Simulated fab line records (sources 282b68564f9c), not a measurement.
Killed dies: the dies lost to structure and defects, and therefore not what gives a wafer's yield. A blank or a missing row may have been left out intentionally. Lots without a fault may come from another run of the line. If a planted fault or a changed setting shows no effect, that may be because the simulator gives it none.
fab line records ; flow ritCmos
[record] lots = 14; wafers = 42; lastDay = 8
route steps=202 shown ACTIVE@2
lots that met no fault: taken from a fault-free run of the same line
startH: hours from the record's first day to the start of the lot's first wafer shown ; waitH: hours from the lot's prior step to this one ; " same as the row above ; L1.1+2: several wafers, shown together as one row ; - no value present, or no start provided ; * or withheld: withheld ; < > ~ a bound
route shown NAME@n: names a module that has steps shown in the file, with the first one's number in the route ; usual: mean/standard deviation taken from wafers without a fault ; same: alike in all rows ; chamber/n: place in a boat ; sites: each site's reading ; _std_site: the values' standard deviation ; _edge_site: mean of outer sites minus mean of inner sites ; radiusMm: for every site, how far away it sits from the centre of the wafer ; mask NAME#n: copy n ; behind: the most recent tool/chamber to have shaped the wafer ; hold: the reason the lot was held/the length of the hold in hours/how it ended ; device: which transistor (n, p or np) failed to switch ; end of line: tests of these same wafers at the route's end ; for a step that has no rows: nothing shown but its recipe ; killed: the dies lost at the first sort to structure and to defects; this is not the yield of the wafer ; map: dies across one wafer; x = killed, . = not, _ = none there
set.NAME: setting as actually run; set.NAME@STEP: the setting as run at that earlier step ; model.NAME: the simulator's own value behind a step, which no gauge read
a sample of lots followed through the steps of the route, with each step as a table and each wafer as a row
services: the hour from which a tool's chamber was out of use, counted from the record's first day as startH (under 0 if before that day), plus the number of hours and why
[[steps]]
[step RIT_ACTIVE_OXIDATION_01]
[recipe] tempC = 991.7; ambient = O2; targetThkA = 468; oxTimeS = 3360
lot.wafer;tool;chamber;startH;waitH
L740.2+5+6;furnace-04;0;11.62;1.6
L741.1+3+4;furnace-03;0;15.58;0.6
L742.3+5+6;furnace-01;0;20.32;0.3
L743.2+5+6;furnace-04;0;25.12;0.1
L744.3+4+6;furnace-03;0;32.24;2.2
L745.1+3+5;furnace-04;0;36.11;1.1
L748.1+5+6;furnace-04;0;51.10;1.1
L749.1+2+5;furnace-01;0;58.53;3.5
L750.2+5+6;furnace-04;0;63.30;3.3
L757.2+3+6;furnace-03;0;95.98;0.9
L758.2+5+6;furnace-03;0;102.96;2.9
L760.1+2+6;furnace-03;0;111.29;1.3
L761.4+5+6;furnace-01;0;115.82;0.7
L762.2+3+5;furnace-01;0;120.38;0.3
[step RIT_ACTIVE_THK_MEAS_02]
[recipe] reads = SiO2_of_ACTIVE_OXIDATION_01
[usual] ACTIVE_OXIDE_THK = 43.1/0.78
lot.wafer;tool;chamber;startH;waitH;ACTIVE_OXIDE_THK[nm]
L740.2;filmMetro-02;-;13.56;0.0;43.5
L740.5;filmMetro-02;-;13.56;0.0;43.5
L740.6;filmMetro-02;-;13.56;0.0;42.7
L741.1;filmMetro-02;-;17.51;0.0;42.4
L741.3;filmMetro-02;-;17.51;0.0;41.7
L741.4;filmMetro-02;-;17.51;0.0;43.1
L742.3;filmMetro-02;-;22.27;0.0;43.2
L742.5;filmMetro-02;-;22.27;0.0;43.6
L742.6;filmMetro-02;-;22.27;0.0;44.0
L743.2;filmMetro-02;-;27.06;0.0;44.0
L743.5;filmMetro-02;-;27.06;0.0;44.8
L743.6;filmMetro-02;-;27.06;0.0;44.6
L744.3;filmMetro-01;-;34.20;0.0;42.5
L744.4;filmMetro-01;-;34.20;0.0;42.8
L744.6;filmMetro-01;-;34.20;0.0;42.9
L745.1;filmMetro-01;-;38.04;0.0;43.3
L745.3;filmMetro-01;-;38.04;0.0;43.6
L745.5;filmMetro-01;-;38.04;0.0;43.3
L748.1;filmMetro-02;-;53.03;0.0;66.7
L748.5;filmMetro-02;-;53.03;0.0;66.4
L748.6;filmMetro-02;-;53.03;0.0;66.0
L749.1;filmMetro-03;-;60.46;0.0;42.2
L749.2;filmMetro-03;-;60.46;0.0;42.0
L749.5;filmMetro-03;-;60.46;0.0;41.9
L750.2;filmMetro-01;-;65.25;0.0;66.7
L750.5;filmMetro-01;-;65.25;0.0;66.6
L750.6;filmMetro-01;-;65.25;0.0;66.9
L757.2;filmMetro-03;-;97.92;0.0;43.6
L757.3;filmMetro-03;-;97.92;0.0;43.5
L757.6;filmMetro-03;-;97.92;0.0;43.8
L758.2;filmMetro-01;-;104.90;0.0;42.0
L758.5;filmMetro-01;-;104.90;0.0;42.4
L758.6;filmMetro-01;-;104.90;0.0;42.5
L760.1;filmMetro-02;-;113.22;0.0;42.5
L760.2;filmMetro-02;-;113.22;0.0;43.5
L760.6;filmMetro-02;-;113.22;0.0;43.0
L761.4;filmMetro-03;-;117.78;0.0;42.3
L761.5;filmMetro-03;-;117.78;0.0;43.1
L761.6;filmMetro-03;-;117.78;0.0;42.2
L762.2;filmMetro-01;-;122.33;0.0;43.2
L762.3;filmMetro-01;-;122.33;0.0;44.3
L762.5;filmMetro-01;-;122.33;0.0;43.9
[[services]]
tool;chamber;startH;hours;kind
furnace-01;-;5.79;4.1;pm
furnace-04;-;97.41;6.8;pm
[[key]]
[firstSign] step = RIT_ACTIVE_THK_MEAS_02; reading = ACTIVE_OXIDE_THK; direction = up; sigmas = 30; usual = 43.1; struck = 66.6
effect none on later readings
metAt RIT_ACTIVE_OXIDATION_01
struckLots L748,L750
testerLeftOut L748,L750
onsetBetween 36.11 51.10
[fault] kind = processParameterDrift; tool = furnace-04; chamber = -; onsetH = 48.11; steps = RIT_ACTIVE_OXIDATION_01; channel = oxTimeS; offset = *; shape = step; endH = 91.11; actsIn = *; stated = *
// testerLeftOut: of these lots the tester's yield and bins aren't shown, on N5 and GAA mostly nor the transistor test; their killed dies are dies lost to structure and defects alone, not to doping, threshold or leakage, so they don't give the yield
